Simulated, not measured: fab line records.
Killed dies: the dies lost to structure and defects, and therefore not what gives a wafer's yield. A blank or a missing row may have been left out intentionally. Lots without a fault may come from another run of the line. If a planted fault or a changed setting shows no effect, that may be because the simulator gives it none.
Which tool is to blame? -- flow berkeley-cmos170 -- 27 wafers from 9 lots sampled at 5 of the route's 331 steps

WHAT EACH GAUGE READ, for each wafer
UCB170_PWELL_THK_MEAS_03. Usual: PWELL_OXIDE_THK 26.7 nm, standard deviation 0.58.
lot,measured,on,PWELL_OXIDE_THK (nm),flag
L168,day 2 22:31,film-metro-03,27.4 27.5 27.6,
L169,day 2 22:32,film-metro-02,27.6 27.2 27.5,
L170,day 3 19:27,film-metro-03,27.3 27.1 27.2,
L172,day 4 01:47,film-metro-04,25.9 25.3 26.1,
L171,day 4 01:49,film-metro-03,25.9 25.7 26.0,
L174,day 4 07:08,film-metro-03,25.7 25.5 25.7,
L175,day 4 07:09,film-metro-02,26.9 26.8 27.0,
L173,day 4 07:13,film-metro-03,26.0 25.8 26.0,
L176,day 4 14:54,film-metro-02,27.5 27.0 27.5,

UCB170_PWELL_TW_MEAS_17. Usual: PWELL_TW 379.3, standard deviation 2.7.
lot,measured,on,PWELL_TW,flag
L168,day 3 09:38,film-metro-04,383.2 381.3 382.4,
L169,day 3 09:51,film-metro-02,379.4 379.8 381.5,
L170,day 4 07:44,film-metro-04,382.0 380.6 380.9,
L172,day 4 12:28,film-metro-02,381.9 381.8 382.1,
L171,day 4 11:46,film-metro-04,379.7 383.1 381.7,
L174,day 4 14:20,film-metro-04,649.4 649.4 648.6,OFF
L175,day 4 14:29,film-metro-02,645.2 651.5 645.5,OFF
L173,day 4 14:24,film-metro-02,648.4 646.8 649.2,OFF
L176,day 4 23:55,film-metro-02,649.4 652.4 649.1,OFF

UCB170_WELLDRIVE_THK_MEAS_02. Usual: WELLDRIVE_OXIDE_THK 200 nm, standard deviation 3.3.
lot,measured,on,WELLDRIVE_OXIDE_THK (nm),flag
L168,day 3 22:57,film-metro-03,200 199 198,
L169,day 3 23:01,film-metro-04,205 205 201,
L170,day 4 22:53,film-metro-03,203 206 205,
L172,day 5 03:18,film-metro-03,203 208 205,
L171,day 5 03:16,film-metro-03,195 197 195,
L174,day 5 03:19,film-metro-01,201 198 200,
L175,day 5 03:22,film-metro-03,200 202 199,
L173,day 5 03:17,film-metro-01,202 198 200,
L176,day 5 14:22,film-metro-04,196 196 197,

UCB170_NVT_OVL_MEAS_06. Usual: NVT_OVL 1 nm, standard deviation 6.1.
lot,measured,on,NVT_OVL (nm),flag
L168,day 6 09:17,overlay-01,0 2 3,
L169,day 6 08:59,overlay-01,-1 0 -7,
L170,day 7 10:36,overlay-02,8 5 13,
L172,day 7 10:40,overlay-02,8 2 1,
L171,day 7 10:38,overlay-01,6 1 -2,
L174,day 7 10:19,overlay-02,10 2 11,
L175,day 7 10:53,overlay-01,3 2 1,
L173,day 7 10:22,overlay-01,-1 -1 0,
L176,day 8 01:51,overlay-02,0 2 5,

WHAT TOOL EACH LOT RAN ON (gives the tool, then ch and the chambers of the sampled wafers, and finally the start)
lot,UCB170_PWELL_IMPLANT_15
L168,"implanter-03 ch 0, day 3 09:23"
L169,"implanter-03 ch 0, day 3 09:37"
L170,"implanter-03 ch 0, day 4 07:29"
L172,"implanter-02 ch 0, day 4 12:13"
L171,"implanter-04 ch 0, day 4 11:32"
L174,"implanter-02 ch 0, day 4 14:05"
L175,"implanter-02 ch 0, day 4 14:15"
L173,"implanter-03 ch 0, day 4 14:11"
L176,"implanter-04 ch 0, day 4 23:40"
- UCB170_PWELL_IMPLANT_15

AS READ BY THE TOOLS THEMSELVES (means over the sampled wafers that have a number; for cases with no such wafer, the mark the record gives instead)
UCB170_PWELL_IMPLANT_15. Usual: faraday-current-uA 15.8, standard deviation 0.33; tilt-deg 7.002 degrees, standard deviation 0.021.
lot,tool,faraday-current-uA,tilt-deg (degrees),flag
L168,implanter-03,15.7,7.009,
L169,implanter-03,15.7,7.006,
L170,implanter-03,15.8,6.993,
L172,implanter-02,15.9,6.999,
L171,implanter-04,15.5,7.024,
L174,implanter-02,15.9,6.980,
L175,implanter-02,15.9,7.011,
L173,implanter-03,15.7,6.993,
L176,implanter-04,15.6,7.015,

THE ANSWER, worked out from the rows above alone
Rule: a lot counts as off when the mean over its wafers that have a number is more than 3 standard deviations away from the usual mean. Also off: a lot with no number at a reading for which 4 or more lots have one. Where the step has rows for the other lots, those lots are counted as sound. Order of review: gauges by route order, followed by the tools' own readings, for which a lot's mean as printed above is used. At the first step where some lot is off, the reading lying furthest off is the one used; lots without a number count as furthest.
Off: L174, L175, L173, L176, seen at UCB170_PWELL_TW_MEAS_17 (PWELL_TW).
If a tool, at a process step before that reading, ran all the lots that are off and no sound lot after the first of them, it fits. Gauges at UCB170_PWELL_TW_MEAS_17: tried the same way as those tools. No candidate that was tried fits.

WHAT WAS PUT IN BY THE SIMULATOR
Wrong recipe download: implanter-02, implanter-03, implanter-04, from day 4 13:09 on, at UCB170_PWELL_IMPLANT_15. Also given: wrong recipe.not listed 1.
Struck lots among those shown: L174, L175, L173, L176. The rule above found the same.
